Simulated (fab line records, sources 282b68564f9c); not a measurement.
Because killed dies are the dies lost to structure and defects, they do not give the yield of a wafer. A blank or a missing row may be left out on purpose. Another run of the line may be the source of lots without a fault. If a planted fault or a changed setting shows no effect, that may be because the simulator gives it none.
Which tool did it? | flow rit-cmos | Sampling: 15 lots, 45 wafers, 6 of 202 route steps

== WHAT THE GAUGES READ, wafer by wafer ==
RIT_PLDD_OVL_MEAS_06.
lot  | measured     | on         | PLDD_OVL (nm)
L398 | day 2 20:27  | overlay-01 | 1.4 -1.1 0.9
L399 | day 2 23:56  | overlay-02 | 0.1 2.2 -0.9
L400 | day 3 12:06  | overlay-01 | -1.7 -1.4 -2.6
L401 | day 3 19:08  | overlay-01 | -1.4 -0.4 -0.2
L403 | day 4 03:53  | overlay-02 | -2.4 -2.1 -2.5
L404 | day 4 06:28  | overlay-02 | -2.6 -2.9 -1.4
L405 | day 4 14:14  | overlay-01 | -1.0 -1.8 -1.3
L406 | day 4 17:22  | overlay-01 | -1.7 -1.5 -0.6
L407 | day 5 08:01  | overlay-02 | 0.2 -0.6 -0.4
L414 | day 6 14:03  | overlay-02 | - - -
L415 | day 6 14:20  | overlay-01 | - - -
L416 | day 6 19:50  | overlay-02 | - - -
L419 | day 7 10:09  | overlay-02 | -0.5 0.7 0.3
L421 | day 7 15:38  | overlay-01 | 1.5 1.8 1.7
L420 | day 19 02:33 | overlay-01 | 0.1 -0.7 -2.6

RIT_NSD_TW_MEAS_10.
lot  | measured     | on            | NSD_TW
L398 | day 3 01:00  | film-metro-04 | 3100 3114 3089
L399 | day 3 04:29  | film-metro-03 | 3080 3085 3086
L400 | day 3 17:29  | film-metro-04 | 3087 3096 3087
L401 | day 3 23:43  | film-metro-03 | 3090 3082 3091
L403 | day 4 08:19  | film-metro-03 | 3113 3104 3118
L404 | day 4 11:38  | film-metro-04 | 3125 3120 3101
L405 | day 4 18:47  | film-metro-03 | 3103 3110 3116
L406 | day 4 21:52  | film-metro-03 | 3104 3094 3104
L407 | day 5 12:27  | film-metro-03 | 3087 3100 3089
L414 | day 6 18:53  | film-metro-04 | 3261 3273 3251
L415 | day 6 19:19  | film-metro-03 | 3267 3284 3260
L416 | day 7 00:25  | film-metro-03 | 3273 3254 3256
L419 | day 7 14:43  | film-metro-04 | 3094 3116 3115
L421 | day 7 20:04  | film-metro-04 | 3114 3102 3116
L420 | day 19 07:54 | film-metro-01 | 3079 3102 3093

RIT_SILICIDE_THK_MEAS_03: measures by xrf.
lot  | measured     | on            | SILICIDE_TI_THK (nm)
L398 | day 3 03:47  | film-metro-02 | 30.1 29.9 29.9
L399 | day 3 07:15  | film-metro-03 | 30.2 29.8 30.3
L400 | day 3 20:17  | film-metro-03 | 30.4 30.5 30.4
L401 | day 4 02:37  | film-metro-02 | 30.3 30.5 30.3
L403 | day 4 10:59  | film-metro-03 | 30.3 30.0 30.4
L404 | day 4 14:35  | film-metro-02 | 29.5 29.6 29.7
L405 | day 4 21:28  | film-metro-03 | 30.2 29.8 30.4
L406 | day 5 00:38  | film-metro-02 | 29.4 29.6 29.5
L407 | day 5 15:31  | film-metro-02 | 30.1 30.0 30.1
L414 | day 6 21:53  | film-metro-02 | 29.7 29.8 29.3
L415 | day 6 22:07  | film-metro-01 | 30.2 29.9 30.5
L416 | day 7 03:20  | film-metro-01 | 30.0 30.3 30.2
L419 | day 7 17:23  | film-metro-01 | 30.0 30.0 30.0
L421 | day 7 22:49  | film-metro-01 | 30.8 30.7 30.3
L420 | day 19 10:46 | film-metro-02 | 30.7 30.3 30.5

RIT_CONTACT_OVL_MEAS_09.
lot  | measured     | on         | CONTACT_OVL (nm)
L398 | day 3 05:23  | overlay-02 | -1.0 0.1 0.3
L399 | day 3 08:49  | overlay-01 | 0.4 -1.0 -0.5
L400 | day 3 21:50  | overlay-01 | -3.2 -1.7 -1.9
L401 | day 4 04:14  | overlay-01 | -1.0 -0.5 -1.9
L403 | day 4 12:36  | overlay-02 | 0.6 0.7 1.3
L404 | day 4 16:08  | overlay-01 | -2.6 -2.9 -4.2
L405 | day 4 23:08  | overlay-02 | 0.1 -0.1 -0.2
L406 | day 5 02:16  | overlay-01 | -0.6 0.4 0.4
L407 | day 5 17:04  | overlay-01 | -3.2 -1.2 -2.4
L414 | day 6 23:26  | overlay-02 | -0.6 -1.7 -0.7
L415 | day 6 23:40  | overlay-01 | -1.0 -0.9 -1.4
L416 | day 7 04:57  | overlay-02 | -1.5 -0.8 -0.8
L419 | day 7 19:01  | overlay-02 | -1.8 -1.4 -2.0
L421 | day 8 00:20  | overlay-01 | 0.1 -0.8 -1.1
L420 | day 19 12:40 | overlay-01 | -1.1 -1.6 -1.0

RIT_M1_CD_MEAS_09 targets a cd of 2600 nm.
lot  | measured     | on        | cd-nm (nm)
L398 | day 3 08:02  | cd-sem-01 | 2602.1 2602.9 2603.2
L399 | day 3 11:29  | cd-sem-01 | 2602.8 2602.1 2600.5
L400 | day 4 00:22  | cd-sem-01 | 2598.2 2596.9 2596.2
L401 | day 4 06:47  | cd-sem-01 | 2602.0 2597.8 2601.0
L403 | day 4 14:59  | cd-sem-01 | 2592.4 2596.6 2596.2
L404 | day 4 18:38  | cd-sem-01 | 2601.2 2602.5 2602.1
L405 | day 5 01:34  | cd-sem-01 | 2596.1 2594.0 2595.5
L406 | day 5 04:39  | cd-sem-01 | 2603.5 2601.0 2600.7
L407 | day 5 19:47  | cd-sem-01 | 2599.4 2601.1 2602.1
L414 | day 7 01:58  | cd-sem-02 | 2601.4 2599.9 2601.5
L415 | day 7 02:11  | cd-sem-01 | 2601.9 2600.8 2599.7
L416 | day 7 07:28  | cd-sem-02 | 2599.9 2603.5 2602.3
L419 | day 7 21:34  | cd-sem-01 | 2602.0 2603.8 2600.8
L421 | day 8 02:53  | cd-sem-02 | 2602.7 2602.2 2602.8
L420 | day 19 15:11 | cd-sem-01 | 2597.9 2596.5 2597.4

== EACH LOT AND THE TOOL THAT RAN IT (in order: tool; ch and the chambers of the sampled wafers; start) ==
lot  | RIT_PLDD_COAT_01
L398 | litho-track-03 ch 0, day 2 19:45
L399 | litho-track-03 ch 0, day 2 23:07
L400 | litho-track-04 ch 0, day 3 11:17
L401 | litho-track-04 ch 0, day 3 18:19
L403 | litho-track-03 ch 0, day 4 03:04
L404 | litho-track-02 ch 0, day 4 05:46
L405 | litho-track-02 ch 0, day 4 13:26
L406 | litho-track-03 ch 0, day 4 16:40
L407 | litho-track-02 ch 0, day 5 07:19
L414 | litho-track-03, day 6 13:22
L415 | litho-track-02, day 6 13:29
L416 | litho-track-03, day 6 19:02
L419 | litho-track-03 ch 0, day 7 09:28
L421 | litho-track-03 ch 0, day 7 14:50
L420 | litho-track-04 ch 0, day 19 01:52
- RIT_PLDD_COAT_01: resist thk 1000 nm.

== AS READ BY THE TOOLS THEMSELVES (means over the sampled wafers that have a number; for cases with no such wafer, the mark the record gives instead) ==
RIT_PLDD_COAT_01.
lot  | tool           | chill-plate-temp-C (C) | dispense-pressure-kPa (kPa) | spin-speed-rpm (rpm)
L398 | litho-track-03 | 22.96                  | 45.7                        | 3249.5
L399 | litho-track-03 | 22.93                  | 45.7                        | 3250.4
L400 | litho-track-04 | 23.11                  | 48.5                        | 3250.3
L401 | litho-track-04 | 22.92                  | 48.6                        | 3251.0
L403 | litho-track-03 | 23.03                  | 45.7                        | 3250.2
L404 | litho-track-02 | 23.17                  | 48.9                        | 3250.2
L405 | litho-track-02 | 22.96                  | 48.9                        | 3250.6
L406 | litho-track-03 | 22.97                  | 45.7                        | 3251.3
L407 | litho-track-02 | 22.99                  | 48.9                        | 3248.7
L414 | litho-track-03 | -                      | -                           | -
L415 | litho-track-02 | -                      | -                           | -
L416 | litho-track-03 | -                      | -                           | -
L419 | litho-track-03 | 23.09                  | 45.7                        | 3248.5
L421 | litho-track-03 | 22.93                  | 45.7                        | 3250.4
L420 | litho-track-04 | 23.05                  | 48.5                        | 3248.9

== THE ANSWER, worked out from the rows above alone ==
Rule: the lots themselves supply what counts as usual. The widest of any qualifying gaps counts: lots, ordered by their means at a reading, are off when they make up no more than a third of the lots, leave a main group of 4 or more, and stand apart from it by 3 or more times the standard deviation of that group's means. A main group whose means are all the same, to the digits that the tables above print for the reading, isn't used. Also off: a lot with no number at a reading for which 4 or more lots have one. The other lots that the step has rows for count as sound. After the gauges, taken in route order, come the tools' own readings; for these a lot's mean is taken, as printed above. At the first step where some lot is off, the reading lying furthest off is the one used; lots without a number count as furthest.
Off: L414, L415, L416, at RIT_PLDD_OVL_MEAS_06 (PLDD_OVL). Without a number there: L414, L415, L416. The main group has a mean of -0.7 nm with a standard deviation of 1.2.
If a tool, at a process step before that reading, ran all the lots that are off and no sound lot after the first of them, it fits. Not tried: the gauges at RIT_PLDD_OVL_MEAS_06; whatever is off there is also off at RIT_NSD_TW_MEAS_10, on other tools, and gauge error can't account for it. None of those tried fits.

== WHAT THE SIMULATOR PUT IN ==
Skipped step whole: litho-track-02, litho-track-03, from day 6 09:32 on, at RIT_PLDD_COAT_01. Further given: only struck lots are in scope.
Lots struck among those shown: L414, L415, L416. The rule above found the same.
